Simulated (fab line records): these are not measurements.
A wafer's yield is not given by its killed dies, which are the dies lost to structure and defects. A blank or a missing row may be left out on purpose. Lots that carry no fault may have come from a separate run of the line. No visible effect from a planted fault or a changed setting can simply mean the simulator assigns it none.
fab line records ; flow berkeley-cmos170
[record] lots = 6; wafers = 18; last-day = 12
route steps=331 shown PSD@183 NSD@187 BACKSIDE@199 SDANNEAL@204
lots with no fault: from the same line, run without faults
start-h: start of the lot's first displayed wafer, in hours after the record's first day ; wait-h: hours from the lot's prior step to this one ; " unchanged from the row above ; L1.1+2: a row that stands for several wafers ; - either no value or no given start ; * or withheld: withheld ; < > ~ a bound
route shown NAME@n: NAME is a module with steps in the file, n the number in the route of the first one ; usual: average and standard deviation across the fault-free wafers ; same: alike in all rows ; chamber/n: place in a boat ; sites: the reading at each site ; _std_site: the values' standard deviation ; _edge_site: outer sites' mean less inner sites' ; radius-mm: for every site, how far away it sits from the centre of the wafer ; mask NAME#n: copy n ; behind: the most recent tool/chamber to have shaped the wafer ; hold: what put the lot on hold/how long, in hours/how the hold closed ; device: whichever transistor did not switch (one of n, p or np) ; end of line: the same wafers' tests at the end of the route ; for a step that has no rows: nothing shown but its recipe ; killed: not the wafer's yield, but the dies lost to structure and defects at the first sort ; map: a wafer's dies, marking killed ones x, the rest . and places with no die _
set.NAME: the run value of the setting; set.NAME@STEP: its run value at that earlier step ; model.NAME: the simulator's own value behind a step, which no gauge read
certain route steps with their lots: each step a table, each wafer a row
services: when a tool's chamber went out of use (start-h, in hours from the record's first day, below 0 if earlier), for how many hours, and the reason
[[steps]]
[step UCB170_PSD_IMPLANT_08]
[recipe] species = B; dose-cm2 = 3e+15; energy-kev = 20; tilt-deg = 7
[step UCB170_PSD_STRIP_09]
[recipe] chemistry = O2; power-w = 400; pressure-mtorr = 3500; platen-temp-c = withheld; o2-flow-sccm = 400; overash-fraction = 0.5
[usual] drypump-motor-current-A = 5.6/0.35; oes-product-au = 0.600/0.0046; strip-time-to-endpoint-s = 29.41/0.075
lot.wafer;tool;chamber;start-h;wait-h;drypump-motor-current-A;oes-product-au;rf-hours-counter-h;strip-time-to-endpoint-s
L230.2;plasma-asher-02;0;130.78;0.1;5.8;0.591;36;29.52
L230.4;plasma-asher-02;0;130.78;0.1;5.8;0.600;-;29.56
L230.5;plasma-asher-02;0;130.78;0.1;5.8;0.595;-;29.49
L238.1;plasma-asher-03;0;177.78;0.1;6.3;0.603;5;29.45
L238.2;plasma-asher-03;1;177.78;0.1;5.7;0.602;5;29.49
L238.5;plasma-asher-03;0;177.78;0.1;6.3;0.600;-;29.49
L239.2;plasma-asher-03;1;187.70;0.1;5.8;0.598;6;29.38
L239.5;plasma-asher-03;1;187.70;0.1;5.8;0.607;-;29.39
L239.6;plasma-asher-03;0;187.70;0.1;6.3;0.605;-;29.37
L242.1;plasma-asher-02;0;187.81;0.1;5.8;0.599;42;29.30
L242.2;plasma-asher-02;1;187.81;0.1;5.5;0.599;42;29.30
L242.5;plasma-asher-02;0;187.81;0.1;5.8;0.599;-;29.34
L247.3;plasma-asher-01;1;217.77;0.1;5.7;0.602;-;29.43
L247.4;plasma-asher-01;0;217.77;0.1;5.0;0.596;-;29.43
L247.5;plasma-asher-01;1;217.77;0.1;5.7;0.596;-;29.49
L252.1;plasma-asher-01;1;256.07;0.1;5.6;0.600;56;29.39
L252.2;plasma-asher-01;0;256.07;0.1;5.0;0.601;56;29.56
L252.3;plasma-asher-01;0;256.07;0.1;5.0;0.598;-;29.49
[step UCB170_PSD_TW_MEAS_10]
[usual] PSD_TW = 2324/16
lot.wafer;tool;chamber;start-h;wait-h;PSD_TW
L230.2;film-metro-03;-;130.89;0.1;2329
L230.4;film-metro-03;-;130.89;0.1;2331
L230.5;film-metro-03;-;130.89;0.1;2333
L238.1;film-metro-03;-;177.88;0.1;2331
L238.2;film-metro-03;-;177.88;0.1;2329
L238.5;film-metro-03;-;177.88;0.1;2330
L239.2;film-metro-03;-;187.81;0.1;2304
L239.5;film-metro-03;-;187.81;0.1;2334
L239.6;film-metro-03;-;187.81;0.1;2325
L242.1;film-metro-01;-;187.91;0.1;2310
L242.2;film-metro-01;-;187.91;0.1;2327
L242.5;film-metro-01;-;187.91;0.1;2320
L247.3;film-metro-03;-;217.85;0.1;2324
L247.4;film-metro-03;-;217.85;0.1;2327
L247.5;film-metro-03;-;217.85;0.1;2327
L252.1;film-metro-02;-;256.17;0.1;2337
L252.2;film-metro-02;-;256.17;0.1;2344
L252.3;film-metro-02;-;256.17;0.1;2359
[step UCB170_PSD_CLEAN_11]
[recipe] chemistry = SPM; temp-c = 120; time-s = 600
[step UCB170_NSD_HMDS_00]
[recipe] prime-time-s = 60; prime-temp-c = 100
[step UCB170_NSD_COAT_01]
[recipe] resist = KrF; spin-rpm = 1500; resist-thk-nm = 900
[step UCB170_NSD_SOFTBAKE_02]
[recipe] resist = KrF; temp-c = 130; time-s = 60
[step UCB170_NSD_EXPOSE_03]
[recipe] mask-id = NSELECT_MOD; na = 0.5; sigma-outer = 0.6; source-shape = conventional; target-cd-nm = 1200; dose-mj = 29.78
[step UCB170_NSD_PEB_04]
[recipe] peb-temp-c = 130; peb-time-s = withheld; resist = KrF
[step UCB170_NSD_DEVELOP_05]
[recipe] developer = TMAH; develop-time-s = 45; resist = KrF; dev-temp-c = 21
[step UCB170_NSD_CD_MEAS_06]
[recipe] target-cd-nm = 1200
[usual] cd-nm = 1199.9/1.5
lot.wafer;tool;chamber;start-h;wait-h;cd-nm
L230.2;cd-sem-01;-;133.17;-;1197.7
L230.4;cd-sem-01;-;133.17;-;1197.7
L230.5;cd-sem-01;-;133.17;-;1198.5
L238.1;cd-sem-01;-;179.26;-;1201.8
L238.2;cd-sem-01;-;179.26;-;1201.7
L238.5;cd-sem-01;-;179.26;-;1201.9
L239.2;cd-sem-01;-;189.10;-;1200.8
L239.5;cd-sem-01;-;189.10;-;1200.6
L239.6;cd-sem-01;-;189.10;-;1199.3
L242.1;cd-sem-01;-;189.50;-;1199.5
L242.2;cd-sem-01;-;189.50;-;1199.3
L242.5;cd-sem-01;-;189.50;-;1199.3
L247.3;cd-sem-02;-;219.78;-;1198.8
L247.4;cd-sem-02;-;219.78;-;1199.1
L247.5;cd-sem-02;-;219.78;-;1198.4
L252.1;cd-sem-02;-;259.53;-;1199.9
L252.2;cd-sem-02;-;259.53;-;1200.7
L252.3;cd-sem-02;-;259.53;-;1200.3
[step UCB170_NSD_OVL_MEAS_07]
[usual] NSD_OVL = 1/4.5
lot.wafer;tool;chamber;start-h;wait-h;NSD_OVL[nm]
L230.2;overlay-01;-;133.28;0.1;8
L230.4;overlay-01;-;133.28;0.1;5
L230.5;overlay-01;-;133.28;0.1;9
L238.1;overlay-01;-;179.38;0.1;5
L238.2;overlay-01;-;179.38;0.1;2
L238.5;overlay-01;-;179.38;0.1;3
L239.2;overlay-01;-;189.20;0.1;8
L239.5;overlay-01;-;189.20;0.1;9
L239.6;overlay-01;-;189.20;0.1;11
L242.1;overlay-02;-;189.62;0.1;1
L242.2;overlay-02;-;189.62;0.1;-1
L242.5;overlay-02;-;189.62;0.1;0
L247.3;overlay-01;-;219.87;0.1;-3
L247.4;overlay-01;-;219.87;0.1;-6
L247.5;overlay-01;-;219.87;0.1;-2
L252.1;overlay-01;-;259.65;0.1;5
L252.2;overlay-01;-;259.65;0.1;1
L252.3;overlay-01;-;259.65;0.1;1
[step UCB170_NSD_IMPLANT_08]
[recipe] species = P; dose-cm2 = 3e+15; energy-kev = 40; tilt-deg = 7
[usual] beam-energy-keV = 40.000/0.012; beam-on-s = 9.99/0.18
lot.wafer;tool;chamber;start-h;wait-h;beam-energy-keV;beam-on-s
L230.2;implanter-01;0;133.33;0.0;40.001;9.86
L230.4;implanter-01;0;133.33;0.0;40.008;9.79
L230.5;implanter-01;0;133.33;0.0;40.004;10.05
L238.1;implanter-03;-;179.42;0.0;-;-
L238.2;implanter-03;-;179.42;0.0;-;-
L238.5;implanter-03;-;179.42;0.0;-;-
L239.2;implanter-04;-;189.26;0.0;-;-
L239.5;implanter-04;-;189.26;0.0;-;-
L239.6;implanter-04;-;189.26;0.0;-;-
L242.1;implanter-03;0;189.66;0.0;39.993;9.93
L242.2;implanter-03;0;189.66;0.0;40.012;10.00
L242.5;implanter-03;0;189.66;0.0;40.011;10.16
L247.3;implanter-01;0;219.95;0.1;39.995;9.85
L247.4;implanter-01;0;219.95;0.1;40.019;10.34
L247.5;implanter-01;0;219.95;0.1;39.995;10.11
L252.1;implanter-03;0;259.69;0.0;39.976;9.91
L252.2;implanter-03;0;259.69;0.0;40.003;10.17
L252.3;implanter-03;0;259.69;0.0;39.990;10.09
[step UCB170_NSD_STRIP_09]
[recipe] chemistry = O2; power-w = 400; pressure-mtorr = 3500; platen-temp-c = withheld; o2-flow-sccm = 400; overash-fraction = 0.5
[usual] drypump-motor-current-A = 5.80/0.27; oes-product-au = 0.533/0.0045; strip-time-to-endpoint-s = 35.82/0.07
lot.wafer;tool;chamber;start-h;wait-h;drypump-motor-current-A;oes-product-au;rf-hours-counter-h;strip-time-to-endpoint-s
L230.2;plasma-asher-03;1;133.46;0.1;5.78;0.535;0;35.86
L230.4;plasma-asher-03;1;133.46;0.1;5.77;0.536;-;35.89
L230.5;plasma-asher-03;1;133.46;0.1;5.78;0.532;-;35.86
L238.1;plasma-asher-03;1;179.57;0.1;5.79;0.732;5;21.54
L238.2;plasma-asher-03;0;179.57;0.1;6.37;0.736;5;21.51
L238.5;plasma-asher-03;1;179.57;0.1;5.76;0.734;-;21.58
L239.2;plasma-asher-03;0;189.38;0.1;6.32;0.738;6;21.64
L239.5;plasma-asher-03;0;189.38;0.1;6.36;0.732;-;21.57
L239.6;plasma-asher-03;1;189.38;0.1;5.78;0.740;-;21.66
L242.1;plasma-asher-04;0;189.81;0.1;5.57;0.524;49;35.85
L242.2;plasma-asher-04;1;189.81;0.1;5.89;0.535;49;35.83
L242.5;plasma-asher-04;0;189.81;0.1;5.55;0.527;-;35.92
L247.3;plasma-asher-02;0;220.08;0.1;5.79;0.532;-;35.87
L247.4;plasma-asher-02;1;220.08;0.1;5.50;0.535;-;35.84
L247.5;plasma-asher-02;1;220.08;0.1;5.51;0.529;-;35.90
L252.1;plasma-asher-02;0;259.84;0.1;5.77;0.534;49;35.81
L252.2;plasma-asher-02;1;259.84;0.1;5.51;0.533;49;35.75
L252.3;plasma-asher-02;0;259.84;0.1;5.79;0.526;-;35.85
[step UCB170_NSD_TW_MEAS_10]
[usual] NSD_TW = 4174/41
lot.wafer;tool;chamber;start-h;wait-h;NSD_TW
L230.2;film-metro-02;-;133.57;0.1;4239
L230.4;film-metro-02;-;133.57;0.1;4211
L230.5;film-metro-02;-;133.57;0.1;4232
L238.1;film-metro-01;-;179.67;0.1;30
L238.2;film-metro-01;-;179.67;0.1;30
L238.5;film-metro-01;-;179.67;0.1;30
L239.2;film-metro-03;-;189.49;0.1;30
L239.5;film-metro-03;-;189.49;0.1;30
L239.6;film-metro-03;-;189.49;0.1;30
L242.1;film-metro-01;-;189.91;0.1;4151
L242.2;film-metro-01;-;189.91;0.1;4140
L242.5;film-metro-01;-;189.91;0.1;4121
L247.3;film-metro-01;-;220.17;0.1;4130
L247.4;film-metro-01;-;220.17;0.1;4106
L247.5;film-metro-01;-;220.17;0.1;4111
L252.1;film-metro-01;-;259.94;0.1;4160
L252.2;film-metro-01;-;259.94;0.1;4164
L252.3;film-metro-01;-;259.94;0.1;4159
[step UCB170_NSD_CLEAN_11]
[recipe] chemistry = SPM; temp-c = 120; time-s = 600
[step UCB170_BACKSIDE_HMDS_00]
[recipe] prime-time-s = 60; prime-temp-c = 100
[step UCB170_BACKSIDE_COAT_01]
[recipe] resist = KrF; spin-rpm = 1500; resist-thk-nm = 900
[step UCB170_BACKSIDE_SOFTBAKE_02]
[recipe] resist = KrF; temp-c = 130; time-s = 60
[step UCB170_BACKSIDE_STRIP_03]
[recipe] chemistry = O2; power-w = 400; pressure-mtorr = 3500; platen-temp-c = withheld; o2-flow-sccm = 400; overash-fraction = 0.5
[usual] drypump-motor-current-A = 5.7/0.42; oes-product-au = 0.735/0.0047; strip-time-to-endpoint-s = 22.00/0.064
lot.wafer;tool;chamber;start-h;wait-h;drypump-motor-current-A;oes-product-au;rf-hours-counter-h;strip-time-to-endpoint-s
L230.2;plasma-asher-03;0;135.00;0.1;6.3;0.731;0;22.04
L230.4;plasma-asher-03;1;135.00;0.1;5.8;0.735;-;22.03
L230.5;plasma-asher-03;0;135.00;0.1;6.3;0.733;-;21.99
L238.1;plasma-asher-01;0;180.78;0.1;5.0;0.730;49;21.99
L238.2;plasma-asher-01;1;180.78;0.1;5.7;0.733;49;22.12
L238.5;plasma-asher-01;0;180.78;0.1;5.0;0.733;-;22.11
L239.2;plasma-asher-01;1;190.37;0.1;5.7;0.734;50;21.99
L239.5;plasma-asher-01;1;190.37;0.1;5.7;0.734;-;21.98
L239.6;plasma-asher-01;0;190.37;0.1;5.0;0.741;-;21.98
L242.1;plasma-asher-03;1;190.59;0.1;5.8;0.743;6;21.96
L242.2;plasma-asher-03;0;190.59;0.1;6.3;0.739;6;21.88
L242.5;plasma-asher-03;0;190.59;0.1;6.4;0.730;-;21.96
L247.3;plasma-asher-04;0;221.30;0.1;5.5;0.737;-;22.08
L247.4;plasma-asher-04;1;221.30;0.1;5.9;0.737;-;22.02
L247.5;plasma-asher-04;0;221.30;0.1;5.5;0.729;-;22.02
L252.1;plasma-asher-04;1;260.81;0.1;5.9;0.739;56;21.97
L252.2;plasma-asher-04;0;260.81;0.1;5.6;0.734;56;22.03
L252.3;plasma-asher-04;1;260.81;0.1;5.9;0.737;-;22.02
[step UCB170_BACKSIDE_CLEAN_04]
[recipe] chemistry = SPM; temp-c = 120; time-s = 600
[step UCB170_SDANNEAL_RTA_00]
[recipe] temp-c = 900; time-s = 10; ambient = N2
[usual] lamp-power-pct = 25.3/0.36; wafer_temp_C_max = 904.2/1.1
lot.wafer;tool;chamber;start-h;wait-h;lamp-power-pct;wafer_temp_C_max
L230.2;rtp-anneal-01;0;135.91;0.0;25.0;904.6
L230.4;rtp-anneal-01;0;135.91;0.0;25.0;904.6
L230.5;rtp-anneal-01;0;135.91;0.0;25.0;903.8
L238.1;rtp-anneal-01;0;181.07;0.0;25.0;906.6
L238.2;rtp-anneal-01;0;181.07;0.0;25.0;904.0
L238.5;rtp-anneal-01;0;181.07;0.0;25.0;904.8
L239.2;rtp-anneal-02;0;190.65;0.0;25.7;904.0
L239.5;rtp-anneal-02;0;190.65;0.0;25.8;903.9
L239.6;rtp-anneal-02;0;190.65;0.0;25.7;904.5
L242.1;rtp-anneal-01;0;190.86;0.0;25.0;907.0
L242.2;rtp-anneal-01;0;190.86;0.0;25.0;904.8
L242.5;rtp-anneal-01;0;190.86;0.0;25.0;905.1
L247.3;rtp-anneal-01;0;221.56;0.0;25.0;905.3
L247.4;rtp-anneal-01;0;221.56;0.0;25.0;904.8
L247.5;rtp-anneal-01;0;221.56;0.0;25.0;904.6
L252.1;rtp-anneal-02;0;262.16;0.0;25.8;903.3
L252.2;rtp-anneal-02;0;262.16;0.0;25.7;903.7
L252.3;rtp-anneal-02;0;262.16;0.0;25.7;903.6
[step UCB170_SDANNEAL_RTA_01]
[recipe] temp-c = 1050; time-s = 5; ambient = N2
[usual] lamp-power-pct = 39.1/0.57; wafer_temp_C_max = 1054.9/1.2
lot.wafer;tool;chamber;start-h;wait-h;lamp-power-pct;wafer_temp_C_max
L230.2;rtp-anneal-01;0;135.97;0.1;38.6;1056.0
L230.4;rtp-anneal-01;0;135.97;0.1;38.6;1056.4
L230.5;rtp-anneal-01;0;135.97;0.1;38.7;1056.9
L238.1;rtp-anneal-01;0;181.14;0.1;38.6;1054.4
L238.2;rtp-anneal-01;0;181.14;0.1;38.6;1055.4
L238.5;rtp-anneal-01;0;181.14;0.1;38.6;1055.1
L239.2;rtp-anneal-02;0;190.72;0.1;39.7;1054.1
L239.5;rtp-anneal-02;0;190.72;0.1;39.7;1053.2
L239.6;rtp-anneal-02;0;190.72;0.1;39.7;1054.1
L242.1;rtp-anneal-01;0;190.93;0.1;38.6;1055.1
L242.2;rtp-anneal-01;0;190.93;0.1;38.5;1056.5
L242.5;rtp-anneal-01;0;190.93;0.1;38.6;1054.8
L247.3;rtp-anneal-01;0;221.63;0.1;38.6;1055.6
L247.4;rtp-anneal-01;0;221.63;0.1;38.6;1055.8
L247.5;rtp-anneal-01;0;221.63;0.1;38.6;1058.8
L252.1;rtp-anneal-02;0;262.23;0.1;39.7;1052.9
L252.2;rtp-anneal-02;0;262.23;0.1;39.7;1052.6
L252.3;rtp-anneal-02;0;262.23;0.1;39.7;1052.5
[step UCB170_SDANNEAL_RS_MEAS_02]
[recipe] thk-meas-gauge = four-point-probe
[usual] PSD_RS = 75.56/0.26
lot.wafer;tool;chamber;start-h;wait-h;PSD_RS[ohm/sq]
L230.2;film-metro-01;-;136.04;0.1;75.06
L230.4;film-metro-01;-;136.04;0.1;75.25
L230.5;film-metro-01;-;136.04;0.1;75.35
L238.1;film-metro-01;-;181.19;0.0;76.08
L238.2;film-metro-01;-;181.19;0.0;75.41
L238.5;film-metro-01;-;181.19;0.0;75.50
L239.2;film-metro-02;-;190.79;0.1;75.94
L239.5;film-metro-02;-;190.79;0.1;75.76
L239.6;film-metro-02;-;190.79;0.1;76.08
L242.1;film-metro-01;-;190.99;0.0;75.56
L242.2;film-metro-01;-;190.99;0.0;74.97
L242.5;film-metro-01;-;190.99;0.0;75.12
L247.3;film-metro-02;-;221.71;0.1;75.96
L247.4;film-metro-02;-;221.71;0.1;75.49
L247.5;film-metro-02;-;221.71;0.1;75.56
L252.1;film-metro-01;-;262.28;0.0;76.08
L252.2;film-metro-01;-;262.28;0.0;75.84
L252.3;film-metro-01;-;262.28;0.0;76.03
[step UCB170_SDANNEAL_RS_MEAS_03]
[recipe] thk-meas-gauge = four-point-probe
[usual] NSD_RS = 37.24/0.072
lot.wafer;tool;chamber;start-h;wait-h;NSD_RS[ohm/sq]
L230.2;film-metro-01;-;136.16;0.1;37.19
L230.4;film-metro-01;-;136.16;0.1;37.23
L230.5;film-metro-01;-;136.16;0.1;37.24
L238.1;film-metro-01;-;181.31;0.1;132.68
L238.2;film-metro-01;-;181.31;0.1;132.97
L238.5;film-metro-01;-;181.31;0.1;132.81
L239.2;film-metro-02;-;190.91;0.1;132.88
L239.5;film-metro-02;-;190.91;0.1;132.92
L239.6;film-metro-02;-;190.91;0.1;132.68
L242.1;film-metro-01;-;191.11;0.1;37.22
L242.2;film-metro-01;-;191.11;0.1;37.21
L242.5;film-metro-01;-;191.11;0.1;37.19
L247.3;film-metro-02;-;221.83;0.1;37.34
L247.4;film-metro-02;-;221.83;0.1;37.28
L247.5;film-metro-02;-;221.83;0.1;37.27
L252.1;film-metro-01;-;262.40;0.1;37.16
L252.2;film-metro-01;-;262.40;0.1;37.31
L252.3;film-metro-01;-;262.40;0.1;37.19
[[services]]
tool;chamber;start-h;hours;kind
plasma-asher-03;-;108.75;9.0;pm
plasma-asher-03;0;108.75;9.0;vent-cycle
plasma-asher-03;1;108.75;9.0;vent-cycle
implanter-01;-;108.81;2.2;pm
plasma-asher-03;-;117.75;14.6;pm
plasma-asher-03;0;117.75;-;clean
plasma-asher-03;1;117.75;-;clean
plasma-asher-02;-;193.46;1.0;repair
plasma-asher-03;-;212.55;1.7;repair
plasma-asher-04;-;261.47;6.5;repair
[[key]]
[first-sign] step = UCB170_NSD_IMPLANT_08; reading = tool-record; direction = missing
[effect] step = UCB170_NSD_STRIP_09; reading = strip-time-to-endpoint-s; direction = down; sigmas = 99+; usual = *; struck = *
[effect] step = UCB170_NSD_TW_MEAS_10; reading = NSD_TW; direction = down; sigmas = 99+; usual = 4174; struck = 30
[effect] step = UCB170_SDANNEAL_RS_MEAS_03; reading = NSD_RS; direction = up; sigmas = 99+; usual = 37.24; struck = 132.82
met-at UCB170_NSD_IMPLANT_08
struck-wafers L238.1,L238.2,L238.5,L239.2,L239.5,L239.6
later-rows-left-out L238.1,L238.2,L238.5,L239.2,L239.5,L239.6
sort-left-out L238.1,L238.2,L238.5,L239.2,L239.5,L239.6
tester-left-out L238,L239
[fault] kind = skipped-step-whole; tool = implanter-03,implanter-04; chamber = -; onset-h = 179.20; steps = UCB170_NSD_IMPLANT_08; scope = struck-lots-only
// tester-left-out: of these lots the tester's yield and bins aren't shown, on N5 and GAA mostly nor the transistor test; their killed dies are dies lost to structure and defects alone, not to doping, threshold or leakage, so they don't give the yield
// sort-left-out: the simulated sort isn't trusted on such a fault, so these wafers' sort isn't shown, and their yield isn't known
// later-rows-left-out: the simulator's readings of these wafers behind a module that went badly wrong aren't trusted and aren't shown, but for the sort
